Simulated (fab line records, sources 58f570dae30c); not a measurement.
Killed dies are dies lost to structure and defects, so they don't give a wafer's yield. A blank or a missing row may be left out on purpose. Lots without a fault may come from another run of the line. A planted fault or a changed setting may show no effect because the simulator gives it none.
Split-lot experiment | flow berkeley_cmos170 | 5 lots, 23 wafers read, on a route of 331 steps

THE SPLIT
At UCB170_NWELL_IMPLANT_14, the setting dose_cm2 was moved away from the recipe's 1e+13 on 6 of the 23 wafers read, by -2.1% to +7.4%. The other wafers ran this setting at the recipe's value.

FROM THE SPLIT TO THE READING: what the file shows between them, 1 step
- UCB170_NWELL_STRIP_15: strips in O2

THE READING
NWELL_TW, at UCB170_NWELL_TW_MEAS_16. Fault-free wafers of this fab line usually give 1251, standard deviation 12.

wafer  | tool, chamber at the split | dose_cm2 as run | against the recipe | NWELL_TW | against lot-mates on the recipe
L074.1 | implanter-03, 0            | 9.785e+12       | -2.1%              | 1264     | -1
L074.2 | implanter-03, 0            | 1e+13           | recipe             | 1271     | -
L074.3 | implanter-03, 0            | 1e+13           | recipe             | 1265     | -
L074.4 | implanter-03, 0            | 1e+13           | recipe             | 1260     | -
L074.5 | implanter-03, 0            | 9.785e+12       | -2.1%              | 1257     | -8
L076.1 | implanter-03, 0            | 1e+13           | recipe             | 1262     | -
L076.3 | implanter-03, 0            | 1e+13           | recipe             | 1262     | -
L076.4 | implanter-03, 0            | 1e+13           | recipe             | 1268     | -
L076.5 | implanter-03, 0            | 1e+13           | recipe             | 1262     | -
L076.6 | implanter-03, 0            | 1e+13           | recipe             | 1267     | -
L077.1 | implanter-03, 0            | 1e+13           | recipe             | 1230     | -
L077.2 | implanter-03, 0            | 1.042e+13       | +4.2%              | 1250     | +18
L077.3 | implanter-03, 0            | 1e+13           | recipe             | 1236     | -
L077.4 | implanter-03, 0            | 1.042e+13       | +4.2%              | 1254     | +22
L077.5 | implanter-03, 0            | 1e+13           | recipe             | 1230     | -
L079.2 | implanter-01, 0            | 1e+13           | recipe             | 1246     | -
L079.4 | implanter-01, 0            | 1e+13           | recipe             | 1258     | -
L079.5 | implanter-01, 0            | 1e+13           | recipe             | 1250     | -
L080.1 | implanter-04, 0            | 1.074e+13       | +7.4%              | 1294     | +34
L080.2 | implanter-04, 0            | 1.074e+13       | +7.4%              | 1287     | +27
L080.3 | implanter-04, 0            | 1e+13           | recipe             | 1262     | -
L080.5 | implanter-04, 0            | 1e+13           | recipe             | 1257     | -
L080.6 | implanter-04, 0            | 1e+13           | recipe             | 1262     | -

THE FIT
A straight line over all 23 wafers: NWELL_TW changes by +2.91 for each +1% of dose_cm2; r = +0.49; the points scatter about the line by 13.
The same after taking each lot's own level away (the mean of its wafers on the recipe; 23 wafers): +4.05 for each +1%; r = +0.94; scatter 3.8.
On that fit, the largest move of dose_cm2 shifts the reading by 30.
The lots' own levels span 1232.0 to 1265.3, that is 2.8 times the standard deviation above.
So the lot-to-lot level blurs the effect unless lot-mates are compared.
Check: with one of the wafers moved furthest among these (+7.4%) left out of the fit, the line predicts +28.9 for it against its lot-mates. It came out at +33.7 against them.

THE FILE'S OWN FIT
NWELL_TW changes by +4.14 for each +1% of dose_cm2, r = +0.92.
